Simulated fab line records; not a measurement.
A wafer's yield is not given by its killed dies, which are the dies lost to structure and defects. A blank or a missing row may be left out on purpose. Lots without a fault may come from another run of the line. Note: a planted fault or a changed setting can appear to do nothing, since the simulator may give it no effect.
fab line records | flow rit-cmos
record: lots: 5 wafers: 15 last-day: 7
route steps=202 shown M1@186
lots that met no fault: taken from a fault-free run of the same line
start-h: hours from the record's opening day to when the first of the lot's shown wafers began | wait-h: hours since the lot's step before | " repeats the value in the row above | L1.1+2: one row covering several wafers at once | - no value present, or no start provided | * or withheld: withheld | < > ~ a bound
route shown NAME@n: a module of which the file shows steps, and the number in the route of the first | usual: average and standard deviation across the fault-free wafers | same: alike in all rows | chamber/n: place in a boat | sites: readings site by site | _std_site: the standard deviation of these | _edge_site: inner sites' mean taken away from outer sites' mean | radius-mm: how far each site lies from the wafer's centre | mask NAME#n: copy n | behind: tool/chamber where the wafer was last shaped | hold: the reason the lot was held/the length of the hold in hours/how it ended | device: transistor that didn't switch, given as n, p or np | end of line: the route-end tests of the same wafers | a step given without rows: its recipe and nothing more | killed: dies lost to structure and defects at the first sort, not the wafer's yield | map: the dies of a wafer, with x for killed, . for not killed, _ for no die there
set.NAME: the setting that was run; set.NAME@STEP: the one run at that earlier step | model.NAME: the simulator's own value behind a step, which no gauge read
certain route steps with their lots: each step a table, each wafer a row
services: from which hour (start-h, from the record's first day; less than 0 if before it) a tool's chamber was out of use, for how many hours, and why
== steps ==
step: RIT_M1_THK_MEAS_02
recipe: thk-meas-gauge: xrf reads: Al_of_M1_SPUTTER_00
usual: M1_AL_THK: 399/4.5
columns lot.wafer tool chamber start-h wait-h M1_AL_THK[nm]
L081.3 film-metro-02 - 88.87 0.1 402
L081.4 " - " " 400
L081.5 " - " " 397
L088.1 film-metro-04 - 125.30 0.1 397
L088.4 " - " " 395
L088.5 " - " " 395
L089.1 film-metro-04 - 127.28 0.1 401
L089.2 " - " " 401
L089.5 " - " " 400
L095.3 film-metro-02 - 157.78 0.1 395
L095.4 " - " " 400
L095.6 " - " " 403
L096.2 film-metro-04 - 164.78 0.1 398
L096.4 " - " " 397
L096.6 " - " " 392
step: RIT_M1_HMDS_03
recipe: prime-time-s: 60 prime-temp-c: 140
columns lot.wafer tool chamber start-h wait-h
L081.3+4+5 litho-track-01 0 88.96 0.1
L088.1+4+5 litho-track-03 0 125.36 0.1
L089.1+2+5 litho-track-01 0 127.34 0.1
L095.3+4+6 litho-track-03 0 157.87 0.1
L096.2+4+6 litho-track-03 0 164.86 0.1
step: RIT_M1_COAT_04
recipe: resist: NOVOLAK spin-rpm: 2000 resist-thk-nm: 1300
columns lot.wafer tool chamber start-h wait-h
L081.3+4+5 litho-track-01 0 89.11 0.1
L088.1+4+5 litho-track-03 0 125.51 0.1
L089.1+2+5 litho-track-01 0 127.49 0.1
L095.3+4+6 litho-track-03 0 158.02 0.1
L096.2+4+6 litho-track-03 0 165.01 0.1
step: RIT_M1_SOFTBAKE_05
recipe: resist: NOVOLAK temp-c: 90 time-s: 60
columns lot.wafer tool chamber start-h wait-h
L081.3+4+5 litho-track-01 0 89.26 0.1
L088.1+4+5 litho-track-03 0 125.66 0.1
L089.1+2+5 litho-track-01 0 127.64 0.1
L095.3+4+6 litho-track-03 0 158.17 0.1
L096.2+4+6 litho-track-03 0 165.16 0.1
step: RIT_M1_EXPOSE_06
recipe: mask-id: M12 na: 0.6 source-shape: conventional sigma-outer: 0.5 target-cd-nm: 2600 dose-mj: 250
usual: focus-offset-nm: -0.2/0.55 reticle-temp-C: 23.00/0.1
columns lot.wafer tool chamber start-h wait-h mask focus-offset-nm reticle-temp-C
L081.3 iline-stepper-01 0 89.40 0.1 M12#0 -0.8 22.98
L081.4 " 0 " " M12#0 -0.5 22.98
L081.5 " 0 " " M12#0 -0.2 23.07
L088.1 iline-stepper-01 0 125.81 0.1 M12#0 1.1 22.95
L088.4 " 0 " " M12#0 1.0 23.10
L088.5 " 0 " " M12#0 1.0 22.98
L089.1 iline-stepper-02 0 127.91 0.2 M12#0 -0.4 23.01
L089.2 " 0 " " M12#0 -1.5 22.86
L089.5 " 0 " " M12#0 -0.9 23.02
L095.3 iline-stepper-02 0 158.31 0.1 M12#0 -0.5 22.88
L095.4 " 0 " " M12#0 0.1 22.97
L095.6 " 0 " " M12#0 0.1 23.01
L096.2 iline-stepper-01 0 165.42 0.2 M12#0 0.2 22.97
L096.4 " 0 " " M12#0 0.2 22.95
L096.6 " 0 " " M12#0 0.4 22.95
step: RIT_M1_PEB_07
recipe: resist: NOVOLAK temp-c: withheld time-s: withheld
columns lot.wafer tool chamber start-h wait-h
L081.3+4+5 litho-track-03 0 89.53 0.1
L088.1+4+5 litho-track-01 0 125.93 0.1
L089.1+2+5 litho-track-01 0 128.03 0.1
L095.3+4+6 litho-track-03 0 158.44 0.1
L096.2+4+6 litho-track-04 0 165.55 0.1
step: RIT_M1_DEVELOP_08
recipe: resist: NOVOLAK develop-time-s: 68 dev-temp-c: 23
usual: developer-temp-C: 23.00/0.11
columns lot.wafer tool chamber start-h wait-h developer-temp-C
L081.3 litho-track-03 0 - - 22.77
L081.4 " 0 " " 22.95
L081.5 " 0 " " 23.09
L088.1 litho-track-01 0 - - 22.99
L088.4 " 0 " " 23.05
L088.5 " 0 " " 23.01
L089.1 litho-track-01 0 - - 23.10
L089.2 " 0 " " 22.99
L089.5 " 0 " " 23.04
L095.3 litho-track-03 0 - - 22.92
L095.4 " 0 " " 22.86
L095.6 " 0 " " 22.84
L096.2 litho-track-04 0 - - 23.15
L096.4 " 0 " " 23.09
L096.6 " 0 " " 23.06
step: RIT_M1_CD_MEAS_09
recipe: target-cd-nm: 2600
usual: cd-nm: 2601.0/2.1
columns lot.wafer tool chamber start-h wait-h cd-nm
L081.3 cd-sem-01 - 89.83 - 2601.5
L081.4 " - " " 2601.1
L081.5 " - " " 2598.1
L088.1 cd-sem-01 - 126.24 - 2605.9
L088.4 " - " " 2604.7
L088.5 " - " " 2603.5
L089.1 cd-sem-01 - 128.34 - 2601.0
L089.2 " - " " 2597.6
L089.5 " - " " 2600.1
L095.3 cd-sem-02 - 158.74 - 2602.4
L095.4 " - " " 2599.4
L095.6 " - " " 2600.0
L096.2 cd-sem-02 - 165.86 - 2602.9
L096.4 " - " " 2603.5
L096.6 " - " " 2601.9
step: RIT_M1_OVL_MEAS_10
usual: M1_OVL: -0.1/1.5
columns lot.wafer tool chamber start-h wait-h M1_OVL[nm]
L081.3 overlay-02 - 89.92 0.1 0.9
L081.4 " - " " 0.0
L081.5 " - " " 0.9
L088.1 overlay-02 - 126.36 0.1 -1.1
L088.4 " - " " -1.4
L088.5 " - " " -0.9
L089.1 overlay-02 - 128.46 0.1 1.2
L089.2 " - " " 1.0
L089.5 " - " " 1.1
L095.3 overlay-01 - 158.83 0.1 -1.3
L095.4 " - " " -1.8
L095.6 " - " " -1.9
L096.2 overlay-01 - 165.96 0.1 1.2
L096.4 " - " " 0.5
L096.6 " - " " 0.3
step: RIT_M1_HARDBAKE_11
recipe: resist: NOVOLAK temp-c: 140 time-s: 120
columns lot.wafer tool chamber start-h wait-h
L081.3+4+5 litho-track-03 0 90.03 0.1
L088.1+4+5 litho-track-04 0 126.40 0.0
L089.1+2+5 litho-track-04 0 128.50 0.0
L095.3+4+6 litho-track-04 0 158.94 0.1
L096.2+4+6 litho-track-04 0 166.03 0.1
step: RIT_M1_METAL_ETCH_12
recipe: stop-on: SiO2 chemistry: Cl2/BCl3 target: Al time-s: 165 over-etch-frac: 0.5 pressure-mtorr: 100 target-depth-a: 6000 rf-w: 250 Cl2_flow_sccm: 60 bcl3-flow-sccm: 50
usual: drypump-motor-current-A: 5.6/0.61 oes-product-au: 0.769/0.01 rf-fwd-power-W: 249.1/0.73 throttle-valve-pct: 8.32/0.067
same: over-etch-frac: 0.5
columns lot.wafer tool chamber start-h wait-h drypump-motor-current-A oes-product-au rf-fwd-power-W rf-hours-counter-h throttle-valve-pct
L081.3 rie-metal-02 1 90.25 0.2 5.5 0.754 249.3 - 8.24
L081.4 " 0 " " 5.1 0.780 249.9 - 8.27
L081.5 " 1 " " 5.5 0.760 250.0 - 8.26
L088.1 rie-metal-01 0 126.65 0.2 6.3 0.770 248.3 1.3 8.31
L088.4 " 1 " " 6.7 0.764 249.1 - 8.26
L088.5 " 1 " " 6.7 0.767 249.7 - 8.27
L089.1 rie-metal-04 1 128.75 0.2 5.1 0.767 248.1 3.1 8.31
L089.2 " 0 " " 5.3 0.773 249.2 7.4 8.44
L089.5 " 0 " " 5.3 0.777 248.9 - 8.43
L095.3 rie-metal-01 1 159.16 0.2 6.7 0.765 249.4 - 8.25
L095.4 " 0 " " 6.3 0.767 249.9 - 8.31
L095.6 " 0 " " 6.3 0.776 248.9 - 8.31
L096.2 rie-metal-02 0 166.24 0.2 5.1 0.768 250.0 3.6 8.26
L096.4 " 0 " " 5.1 0.777 249.1 - 8.27
L096.6 " 0 " " 5.1 0.761 248.9 - 8.28
step: RIT_M1_STRIP_13
recipe: chemistry: nmp resist: NOVOLAK temp-c: 80 time-s: 600 dry: n2-spin
columns lot.wafer tool chamber start-h wait-h
L081.3+4+5 wet-bench-02 0 90.36 0.1
L088.1+4+5 wet-bench-03 2 126.81 0.1
L089.1+2+5 wet-bench-01 2 128.91 0.1
L095.3+4+6 wet-bench-03 3 159.27 0.1
L096.2+4+6 wet-bench-01 2 166.40 0.1
step: RIT_M1_STRIP_14
recipe: chemistry: O2 time-s: 180 platen-temp-c: withheld power-w: 500 pressure-mtorr: 4000 o2-flow-sccm: 4000
usual: drypump-motor-current-A: 5.6/0.33 o2-flow-sccm: 4001/11 rf-refl-power-W: 6.2/1.3
columns lot.wafer tool chamber start-h wait-h drypump-motor-current-A o2-flow-sccm rf-hours-counter-h rf-refl-power-W
L081.3 plasma-asher-03 1 90.59 0.1 5.4 4016 - 5.7
L081.4 " 0 " " 6.1 3995 - 7.0
L081.5 " 1 " " 5.4 4029 - 6.0
L088.1 plasma-asher-03 0 126.98 0.0 6.0 3973 1 7.2
L088.4 " 1 " " 5.4 3991 - 6.1
L088.5 " 1 " " 5.4 4009 - 6.0
L089.1 plasma-asher-03 0 129.09 0.0 6.0 4017 1 6.9
L089.2 " 1 " " 5.4 3994 1 6.0
L089.5 " 0 " " 6.0 3984 - 7.0
L095.3 plasma-asher-02 1 159.50 0.1 6.0 3991 - 8.2
L095.4 " 0 " " 5.1 4009 - 3.6
L095.6 " 1 " " 5.9 3993 - 8.1
L096.2 plasma-asher-03 0 166.58 0.0 6.1 4001 5 6.8
L096.4 " 1 " " 5.4 3987 - 6.1
L096.6 " 1 " " 5.4 3984 - 5.9
step: RIT_M1_CD_MEAS_90
recipe: target-cd-nm: 2600
usual: cd-nm: 2602.0/2.6
columns lot.wafer tool chamber start-h wait-h cd-nm
L081.3 cd-sem-01 - 90.75 0.1 2605.0
L081.4 " - " " 2600.7
L081.5 " - " " 2600.1
L088.1 cd-sem-01 - 127.16 0.1 2605.7
L088.4 " - " " 2605.6
L088.5 " - " " 2603.5
L089.1 cd-sem-01 - 129.26 0.1 2602.1
L089.2 " - " " 2596.3
L089.5 " - " " 2599.8
L095.3 cd-sem-01 - 159.66 0.1 2602.7
L095.4 " - " " 2598.7
L095.6 " - " " 2599.4
L096.2 cd-sem-01 - 166.77 0.1 2603.0
L096.4 " - " " 2602.8
L096.6 " - " " 2602.5
step: RIT_M1_ANNEAL_15
recipe: temp-c: 450 time-s: 1800 ambient: forming_gas_H2N2
columns lot.wafer tool chamber start-h wait-h
L081.3+4+5 - - 91.98 1.2
L088.1+4+5 - - 128.23 1.1
L089.1+2+5 - - 129.73 0.5
L095.3+4+6 - - 159.74 0.1
L096.2+4+6 - - 166.87 0.1
step: RIT_M1_BOW_MEAS_16
recipe: mode: bow
usual: M1_BOW: 16/7
columns lot.wafer tool chamber start-h wait-h M1_BOW[um]
L081.3 film-metro-01 - 93.52 0.0 4
L081.4 " - " " 6
L081.5 " - " " 22
L088.1 film-metro-02 - 129.73 0.0 13
L088.4 " - " " 27
L088.5 " - " " 24
L089.1 film-metro-02 - 131.23 0.0 26
L089.2 " - " " 23
L089.5 " - " " 10
L095.3 film-metro-04 - 161.28 0.0 22
L095.4 " - " " 30
L095.6 " - " " 7
L096.2 film-metro-04 - 168.39 0.0 21
L096.4 " - " " 13
L096.6 " - " " 17
step: RIT_M1_PROBE_99
usual: defect-limited-yield: 97.4/1.2 killed-at-contacts: 0.1/0.27 killed-at-front-end: 7/3.1 killed-dies: 7/3.1 killed-open: 3.6/2.3 killed-short: 3.2/2 sort_bin_3_pad_short: 0.1/0.22 sort_bin_5_function: 1.5/0.87 sort_bin_6_memory: 0.9/0.64 sort-n-pass: 257/3.1 sort-yield-pct: 97.4/1.2
same: gross-dies: 264 killed_at_M0_to_M3: 0 killed_at_M4_up: 0 killed-at-back-side: 0 killed-at-other: 0
columns lot.wafer tool chamber start-h wait-h defect-limited-yield[%] killed-at-contacts killed-at-front-end killed-dies killed-open killed-short sort_bin_3_pad_short[%] sort_bin_5_function[%] sort_bin_6_memory[%] sort-n-pass sort-yield-pct[%]
L088.1 prober-01 - 129.85 0.1 98.5 0 4 4 3 1 0 1.5 0 260 98.5
L088.4 prober-01 - 130.00 0.2 96.6 0 9 9 2 7 0 2.3 1.1 255 96.6
L088.5 prober-01 - 130.05 0.2 97.0 0 8 8 5 3 0.4 0.8 1.9 256 97.0
L089.1 prober-02 - 131.35 0.1 98.1 0 5 5 4 1 0 1.1 0.8 259 98.1
L089.2 prober-02 - 131.40 0.1 97.7 0 6 6 2 4 0 1.5 0.8 258 97.7
L089.5 prober-02 - 131.55 0.2 98.1 1 4 5 2 3 0 0.4 1.5 259 98.1
killed by level:class
L088.1 GATE:geometric-particle:open=3 FOX2:geometric-particle:short=1
L088.4 GATE:geometric-particle:short=3 SILICIDE:geometric-particle:short=3 SILICIDE:geometric-particle:open=2 SPACER:geometric-particle:short=1
L088.5 GATE:geometric-particle:open=3 GATE:geometric-particle:short=2 REOX:geometric-particle:open=1 SPACER:geometric-particle:short=1 SILICIDE:geometric-particle:open=1
L089.1 SILICIDE:geometric-particle:open=2 FOX1:geometric-particle:short=1 FOX1:geometric-particle:open=1 REOX:geometric-particle:open=1
L089.2 FOX1:geometric-particle:short=3 FOX2:geometric-particle:short=1 FOX2:geometric-particle:open=1 GATE:geometric-particle:open=1
L089.5 GATE:geometric-particle:short=2 GATE:geometric-particle:open=1 SPACER:geometric-particle:short=1 CONTACT:geometric-particle:open=1
== services ==
columns tool chamber start-h hours kind
wet-bench-03 - 102.07 3.7 repair
iline-stepper-01 0 104.23 - calibration
plasma-asher-03 - 108.75 9.0 pm
plasma-asher-03 0 108.75 9.0 vent-cycle
plasma-asher-03 1 108.75 9.0 vent-cycle
plasma-asher-03 0 117.75 - clean
plasma-asher-03 1 117.75 - clean
iline-stepper-02 - 120.58 1.7 pm
rie-metal-01 - 125.85 0.5 repair
iline-stepper-01 - 127.32 1.7 pm
rie-metal-01 - 141.85 2.8 pm
furnace-04 - 143.31 8.1 pm
wet-bench-03 - 147.88 2.2 repair
iline-stepper-02 - 163.56 8.9 pm
== key ==
fault none
